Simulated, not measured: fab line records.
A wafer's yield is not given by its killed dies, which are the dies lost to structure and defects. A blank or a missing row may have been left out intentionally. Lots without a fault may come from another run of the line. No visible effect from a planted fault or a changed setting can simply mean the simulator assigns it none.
Check of tool commonality :: flow rit cmos :: 14 lots and 42 wafers in the sample

== WHY IT WAS OPENED ==
RIT_SILICIDE_RS_MEAS_02, reading SILICIDE_TI_RS: flagged on 2 of 14 lots. No-fault wafers: 47.6 ohm/sq, standard deviation 0.63.
Rule: flag the lot when none of its wafers has a number, or when each of its wafers that has one lies beyond 4 standard deviations from that mean. All remaining lots are regarded as sound.

lot: L715
measured: day 3 06:47
on: film metro-03
SILICIDE_TI_RS (ohm/sq), wafer by wafer: 47.1 47.3 47.0
flag: 

lot: L716
measured: day 3 09:00
on: film metro-02
SILICIDE_TI_RS (ohm/sq), wafer by wafer: 47.3 46.7 48.2
flag: 

lot: L717
measured: day 3 13:59
on: film metro-03
SILICIDE_TI_RS (ohm/sq), wafer by wafer: 47.9 47.8 48.5
flag: 

lot: L719
measured: day 3 23:10
on: film metro-02
SILICIDE_TI_RS (ohm/sq), wafer by wafer: 48.1 48.4 48.0
flag: 

lot: L720
measured: day 4 02:52
on: film metro-03
SILICIDE_TI_RS (ohm/sq), wafer by wafer: 47.7 47.4 47.7
flag: 

lot: L721
measured: day 4 11:00
on: film metro-03
SILICIDE_TI_RS (ohm/sq), wafer by wafer: 48.8 48.7 48.2
flag: 

lot: L722
measured: day 4 17:49
on: film metro-03
SILICIDE_TI_RS (ohm/sq), wafer by wafer: 48.1 47.6 47.3
flag: 

lot: L723
measured: day 4 20:11
on: film metro-03
SILICIDE_TI_RS (ohm/sq), wafer by wafer: 47.7 46.8 47.6
flag: 

lot: L724
measured: day 4 23:33
on: film metro-04
SILICIDE_TI_RS (ohm/sq), wafer by wafer: 47.3 47.0 47.3
flag: 

lot: L726
measured: day 5 15:32
on: film metro-03
SILICIDE_TI_RS (ohm/sq), wafer by wafer: 46.4 46.9 46.3
flag: 

lot: L727
measured: day 5 18:35
on: film metro-03
SILICIDE_TI_RS (ohm/sq), wafer by wafer: 46.7 46.3 47.2
flag: 

lot: L735
measured: day 8 04:02
on: film metro-02
SILICIDE_TI_RS (ohm/sq), wafer by wafer: 63.0 62.0 62.6
flag: FLAGGED

lot: L736
measured: day 8 14:35
on: film metro-03
SILICIDE_TI_RS (ohm/sq), wafer by wafer: 62.2 61.1 61.4
flag: FLAGGED

lot: L737
measured: day 8 16:28
on: film metro-02
SILICIDE_TI_RS (ohm/sq), wafer by wafer: 48.2 47.9 47.2
flag: 
On average the flagged lots' numbers are 62.0 ohm/sq, which is +14.4 ohm/sq against the usual, or +23 standard deviations.

== WHICH TOOL EACH LOT WENT THROUGH ==
The record holds 1 process step before the reading, out of a route of 202 steps. Read each cell as the tool, then ch plus the chambers that the sampled wafers visited, then the start.
lot: L715
flag: 
RIT_SILICIDE_SPUTTER_01: pvd sputter-03, day 3 06:35

lot: L716
flag: 
RIT_SILICIDE_SPUTTER_01: pvd sputter-02, day 3 08:50

lot: L717
flag: 
RIT_SILICIDE_SPUTTER_01: pvd sputter-03, day 3 13:48

lot: L719
flag: 
RIT_SILICIDE_SPUTTER_01: pvd sputter-03, day 3 23:01

lot: L720
flag: 
RIT_SILICIDE_SPUTTER_01: pvd sputter-01, day 4 02:40

lot: L721
flag: 
RIT_SILICIDE_SPUTTER_01: pvd sputter-03, day 4 10:49

lot: L722
flag: 
RIT_SILICIDE_SPUTTER_01: pvd sputter-01, day 4 17:39

lot: L723
flag: 
RIT_SILICIDE_SPUTTER_01: pvd sputter-02, day 4 20:02

lot: L724
flag: 
RIT_SILICIDE_SPUTTER_01: pvd sputter-02, day 4 23:22

lot: L726
flag: 
RIT_SILICIDE_SPUTTER_01: pvd sputter-02, day 5 15:22

lot: L727
flag: 
RIT_SILICIDE_SPUTTER_01: pvd sputter-03, day 5 18:24

lot: L735
flag: FLAGGED
RIT_SILICIDE_SPUTTER_01: pvd sputter-03, day 8 03:52

lot: L736
flag: FLAGGED
RIT_SILICIDE_SPUTTER_01: pvd sputter-03, day 8 14:26

lot: L737
flag: 
RIT_SILICIDE_SPUTTER_01: pvd sputter-01, day 8 16:19
What these steps do:
- RIT_SILICIDE_SPUTTER_01: material Ti, target thk 30 nm, time 240 s.
- RIT_SILICIDE_RS_MEAS_02: measures by four-point-probe.

== FLAGGED OVER TOTAL, TOOL BY TOOL (the gauges that took the reading come last) ==
step: RIT_SILICIDE_SPUTTER_01
tool: pvd sputter-01
lots run: 3
flagged: 0
share of the flagged lots: none
sound lots run after its first flagged lot: -

step: RIT_SILICIDE_SPUTTER_01
tool: pvd sputter-02
lots run: 4
flagged: 0
share of the flagged lots: none
sound lots run after its first flagged lot: -

step: RIT_SILICIDE_SPUTTER_01
tool: pvd sputter-03
lots run: 7
flagged: 2
share of the flagged lots: all
sound lots run after its first flagged lot: 0

step: RIT_SILICIDE_RS_MEAS_02
tool: film metro-02
lots run: 4
flagged: 1
share of the flagged lots: some
sound lots run after its first flagged lot: 1 (L737)

step: RIT_SILICIDE_RS_MEAS_02
tool: film metro-03
lots run: 9
flagged: 1
share of the flagged lots: some
sound lots run after its first flagged lot: 0

step: RIT_SILICIDE_RS_MEAS_02
tool: film metro-04
lots run: 1
flagged: 0
share of the flagged lots: none
sound lots run after its first flagged lot: -

== WHAT THE TABLE ALLOWS ==
Rows of the table that ran each flagged lot: 1, that is pvd sputter-03 at RIT_SILICIDE_SPUTTER_01.
- pvd sputter-03 at RIT_SILICIDE_SPUTTER_01: 2 of its 7 lots flagged. Last sound lot L727 at day 5 18:24, first flagged lot L735 at day 8 03:52; a fault beginning in between fits. Its own readings lie more than 4 standard deviations out on every wafer of the flagged lots: cathode dc power W.
Just one tool remains: pvd sputter-03 at RIT_SILICIDE_SPUTTER_01.

== WHAT HAD BEEN PUT IN BY THE SIMULATOR ==
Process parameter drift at RIT_SILICIDE_SPUTTER_01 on pvd sputter-03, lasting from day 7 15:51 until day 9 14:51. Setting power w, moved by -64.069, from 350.
Lots struck among those shown: L735, L736. The same result came from the rule above.
